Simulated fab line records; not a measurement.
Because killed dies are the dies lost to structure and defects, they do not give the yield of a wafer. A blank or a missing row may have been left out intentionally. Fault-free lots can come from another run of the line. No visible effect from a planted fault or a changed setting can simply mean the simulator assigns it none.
A lot that was struck, set against a sound lot :: flow rit cmos :: 43 out of 202 route steps
Sound: these wafers, L847.1, L847.5, L847.6. The struck wafers were L860.1, L860.2, L860.3. The cause is named last.
At each step with rows: each side's tool, then ch and its chambers, then its first start. Under that, the readings that differ: sound wafers :: struck wafers :: difference of the means :: sigmas: that difference in standard deviations of wafers without a fault.
alike: readings whose means differ by less than 2 such deviations, and words and numbers that are the same on both sides. not compared: withheld readings, readings that some wafer has no value for, bounds like >300 that may hide the same value, and numbers for which the record gives no deviation and whose values overlap.
Wherever a step has rows on one side only, a row that says differs or no value, or a row with sigmas, the two part there. Numbers that don't overlap but have no deviation are shown without sigmas and don't part them. Lack of a reading on every wafer of one side parts them only where that side has two or more wafers.

first, 2 steps without rows for these wafers: RIT_NLDD_HARDBAKE_07 (time 60 s); RIT_NLDD_IMPLANT_08.
RIT_NLDD_STRIP_09: strips in O2, time 180 s.
  sound on plasma asher-03 ch 0,1, day 2 18:43; struck on plasma asher-04 ch 0,1, day 5 12:47
  alike: drypump motor current A
  not compared: rf hours counter h
RIT_NLDD_TW_MEAS_10:
  sound on film metro-04, day 2 18:53; struck on film metro-03, day 5 12:58
  alike: NLDD_TW
then, 6 steps without rows for these wafers: RIT_PLDD_HMDS_00 (prime time 60 s); RIT_PLDD_COAT_01 (resist thk 982.6 nm); RIT_PLDD_SOFTBAKE_02 (time 60 s); RIT_PLDD_EXPOSE_03 (exposes mask M8, target cd 40900 nm); RIT_PLDD_PEB_04; RIT_PLDD_DEVELOP_05 (develop time 50 s).
RIT_PLDD_OVL_MEAS_06:
  sound on overlay-02, day 2 19:55; struck on overlay-02, day 5 13:53
reading: PLDD_OVL (nm)
sound: 3.3 3.4 3.5
struck: -1.8 -1.4 -1.7
difference: -5.0
sigmas: -4
then, 1 step without rows for these wafers: RIT_PLDD_HARDBAKE_07 (time 60 s).
RIT_PLDD_IMPLANT_08:
  sound on implanter-02 ch 0, day 2 20:06; struck on implanter-03 ch 0, day 5 14:04
RIT_PLDD_STRIP_09: strips in O2, time 180 s.
  sound on plasma asher-02 ch 0,1, day 2 20:15; struck on plasma asher-02 ch 0,1, day 5 14:13
  alike: drypump motor current A
  not compared: rf hours counter h
RIT_PLDD_TW_MEAS_10:
  sound on film metro-04, day 2 20:26; struck on film metro-04, day 5 14:23
  alike: PLDD_TW
then, 4 steps without rows for these wafers: RIT_SPACER_CLEAN_00 (cleans in SC1, time 600 s); RIT_SPACER_CLEAN_01 (cleans in dHF, time 30 s); RIT_SPACER_CLEAN_02 (cleans in SC2, time 600 s); RIT_SPACER_CVD_03 (deposits Si3N4 from SiH2Cl2/NH3, target thk 250 nm, time 3300 s).
RIT_SPACER_THK_MEAS_04:
  sound on film metro-01, day 2 22:46; struck on film metro-04, day 5 16:48
  alike: SPACER_NITRIDE_THK
RIT_SPACER_ETCHBACK_05: etches Si3N4 in SF6/CHF3, stops on SiO2, target depth 250 nm, time 240 s.
  sound on rie diel-04 ch 0,2, day 2 22:50; struck on rie diel-02 ch 0,1,2, day 5 16:52
  alike: drypump motor current A, oes product au, throttle valve pct
  not compared: rf hours counter h
then, 6 steps without rows for these wafers: RIT_NSD_HMDS_00 (prime time 60 s); RIT_NSD_COAT_01 (resist thk 1000 nm); RIT_NSD_SOFTBAKE_02 (time 60 s); RIT_NSD_EXPOSE_03 (exposes mask M9, target cd 40700 nm); RIT_NSD_PEB_04; RIT_NSD_DEVELOP_05 (develop time 50 s).
RIT_NSD_OVL_MEAS_06:
  sound on overlay-02, day 2 23:58; struck on overlay-01, day 5 17:59
  alike: NSD_OVL
then, 2 steps without rows for these wafers: RIT_NSD_HARDBAKE_07 (time 60 s); RIT_NSD_IMPLANT_08.
RIT_NSD_STRIP_09: strips in O2, time 180 s.
  sound on plasma asher-01 ch 0,1, day 3 00:17; struck on plasma asher-02 ch 0,1, day 5 18:19
reading: drypump motor current A (A)
sound: 6.4 6.0 6.4
struck: 5.7 4.7 4.7
difference: -1.2
sigmas: -2
  not compared: rf hours counter h
RIT_NSD_TW_MEAS_10:
  sound on film metro-04, day 3 00:28; struck on film metro-02, day 5 18:30
  alike: NSD_TW
then, 6 steps without rows for these wafers: RIT_PSD_HMDS_00 (prime time 60 s); RIT_PSD_COAT_01 (resist thk 1000 nm); RIT_PSD_SOFTBAKE_02 (time 60 s); RIT_PSD_EXPOSE_03 (exposes mask M10, target cd 40900 nm); RIT_PSD_PEB_04; RIT_PSD_DEVELOP_05 (develop time 50 s).
RIT_PSD_OVL_MEAS_06:
  sound on overlay-01, day 3 01:25; struck on overlay-01, day 5 19:50
reading: PSD_OVL (nm)
sound: -3.6 -2.6 -3.1
struck: 1.7 1.3 4.3
difference: +5.5
sigmas: +4
then, 2 steps without rows for these wafers: RIT_PSD_HARDBAKE_07 (time 60 s); RIT_PSD_IMPLANT_08.
RIT_PSD_STRIP_09: strips in O2, time 180 s.
  sound on plasma asher-01 ch 0,1, day 3 01:53; struck on plasma asher-03 ch 0,1, day 5 20:11
  alike: drypump motor current A
  not compared: rf hours counter h
RIT_M1_PROBE_99:
  sound on prober-02, day 3 09:56; struck on prober-01, day 6 04:30
reading: model.etest.pldd.rs ohm sq rim less centre
sound: 1.665 -2.781 4.786
struck: -29.54 -25.19 -26.46
difference: -28.29
sigmas: 

reading: model.etest.pldd.rs ohm sq range
sound: 7.465 8.784 9.383
struck: 36.25 30.64 28.08
difference: +23.11
sigmas: 

reading: model.etest.pmos_0p15.drive ua um rim less centre
sound: -2.05 -1.496 -0.4122
struck: 6.759 4.926 4.446
difference: +6.696
sigmas: 

reading: model.etest.pmos_0p15.drive ua um range
sound: 3.832 2.744 3.77
struck: 8.321 5.766 7.613
difference: +3.785
sigmas: 

reading: model.etest.antenna poly.vt shift v (V)
sound: -0.0069 -0.008402 -0.003559
struck: -0.02157 -0.02026 -0.01842
difference: -0.01380
sigmas: 
  alike: killed at contacts, killed at front end, killed dies, killed open, killed short
  not compared: model.etest.pmos_0p15.gate bv v, model.etest.pmos_0p15.bv v, model.etest.pmos_0p3.bv v

## WHERE THEY PART
At RIT_PLDD_OVL_MEAS_06 first; at RIT_PSD_OVL_MEAS_06 last (within this record only). Later steps at which nothing parts them and some readings are alike: RIT_PSD_STRIP_09, RIT_M1_PROBE_99.

WHY: whatever the simulator had introduced
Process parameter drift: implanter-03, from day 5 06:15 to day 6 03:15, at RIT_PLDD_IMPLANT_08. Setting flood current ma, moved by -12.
